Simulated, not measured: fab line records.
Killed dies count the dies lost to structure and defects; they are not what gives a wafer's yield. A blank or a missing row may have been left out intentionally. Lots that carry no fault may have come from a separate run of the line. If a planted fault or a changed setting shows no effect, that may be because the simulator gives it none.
8D (eight disciplines) problem report, filled in by code + flow berkeley_cmos170 + the parts of the form that need people (team, actions taken, sign-off) are left out

1. WHAT IS WRONG
V1_TEOS_THK at UCB170_V1_THK_MEAS_01 reads a mean of 1781 nm on 3 wafers of 2 lots; wafers without a fault read 1999 nm with a standard deviation of 34. Relative to the usual mean, that is a shift of -6.4 standard deviations.
Earliest sighting: wafer L984.3 on film_metro-01 at day 10 22:10. The record has a number at this step for 40 wafers belonging to 14 lots. The rule behind "out" and "out of limits": a value lying over 4 standard deviations away from the usual mean. All remaining wafers that have a number are taken as sound.

2. WHAT IT IS, WHAT IT ISN'T
| question                    | is                           | is not                                                                                 |
|-----------------------------|------------------------------|----------------------------------------------------------------------------------------|
| which readings at this step | V1_TEOS_THK                  | -                                                                                      |
| which lots                  | L984, L985                   | L970, L972, L973, L974, L976, L978, L979, L982, L989, L991, L992, L993                 |
| which wafers of those lots  | L984.3, L984.5, L985.3       | L984.1                                                                                 |
| read on which gauges        | film_metro-01, film_metro-04 | film_metro-03                                                                          |
| when                        | from day 10 22:10            | up to then (25 sound wafers); but 12 sound wafers of L989, L991, L992, L993 came after |

3. THE SUSPECTS, EACH WITH WHAT RULES IT OUT
Counting: any tool at a process step up to the reading remains a suspect provided it ran every lot that is out. Sound lots after the first of them don't rule it out here, since some wafers of a struck lot are sound.
- the gauge at UCB170_V1_THK_MEAS_01: ruled out. Those wafers that are out were read across 2 gauges (film_metro-01, film_metro-04).
- pecvd-02 at UCB170_V1_CVD_00 (deposits SiO2 from TEOS/O2, target thk 2000 nm, time 250 s): kept. Every lot that is out went through it, the first being L984 (day 10 22:01); the last sound lot it ran before that was L982 (day 10 08:55).
- Within pecvd-02 at UCB170_V1_CVD_00, the wafers that are out were processed in chamber 0 and their sound lot-mates in chamber 1.
After counting, what remains is pecvd-02 at UCB170_V1_CVD_00.

4. THE CAUSE (what the simulator had put in)
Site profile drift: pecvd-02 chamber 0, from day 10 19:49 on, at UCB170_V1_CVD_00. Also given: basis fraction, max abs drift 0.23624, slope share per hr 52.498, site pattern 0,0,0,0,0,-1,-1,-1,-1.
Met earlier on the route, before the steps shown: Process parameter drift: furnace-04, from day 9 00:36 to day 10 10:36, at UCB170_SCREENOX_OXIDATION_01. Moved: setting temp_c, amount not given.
This tool alone remained once counting was done.

5. SEQUENCE OF EFFECTS, ordered by route
Each row: a reading whose mean over the struck wafers that have a number lies more than 3 standard deviations from the usual. Scope: only readings with a usual standard deviation given in the record; hours: median across lots of the time from each lot's start at the first step in this table that gives one to its start at this step; sigmas: change in usual standard deviations.
| hours | step                  | reading         | usual      | on struck wafers | change | sigmas      |
|-------|-----------------------|-----------------|------------|------------------|--------|-------------|
| 0     | UCB170_V1_THK_MEAS_01 | V1_TEOS_THK     | 1999 nm    | 1781             | -218   | -6.4        |
| 0     | UCB170_V1_THK_MEAS_04 | V1_POLISHED_THK | 1000.1 nm  | 789.5            | -210.6 | -99 or more |
| 3     | UCB170_V1_ETCH_14     | oes_product_au  | 0.871 a.u. | 0.768            | -0.103 | -8.6        |
The process steps in it:
- UCB170_V1_ETCH_14: etches SiO2 in CHF3/CF4/Ar, stops on Al, target depth 1250 nm, time 291 s.

6. WHAT WOULD HAVE CAUGHT IT SOONER
The first out-of-limits reading at a measuring or inspecting step in this record came at day 10 22:10, 2 hours after the fault's start at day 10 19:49.
Tool readings at UCB170_V1_CVD_00 with a usual standard deviation given in the record: none out on any struck wafer, hence no alarm at a limit of 4 standard deviations on them.
Lots out: 2; of these, L985 started UCB170_V1_CVD_00 on pecvd-02 after day 10 22:10. Putting the tool on hold at that point would have spared it.
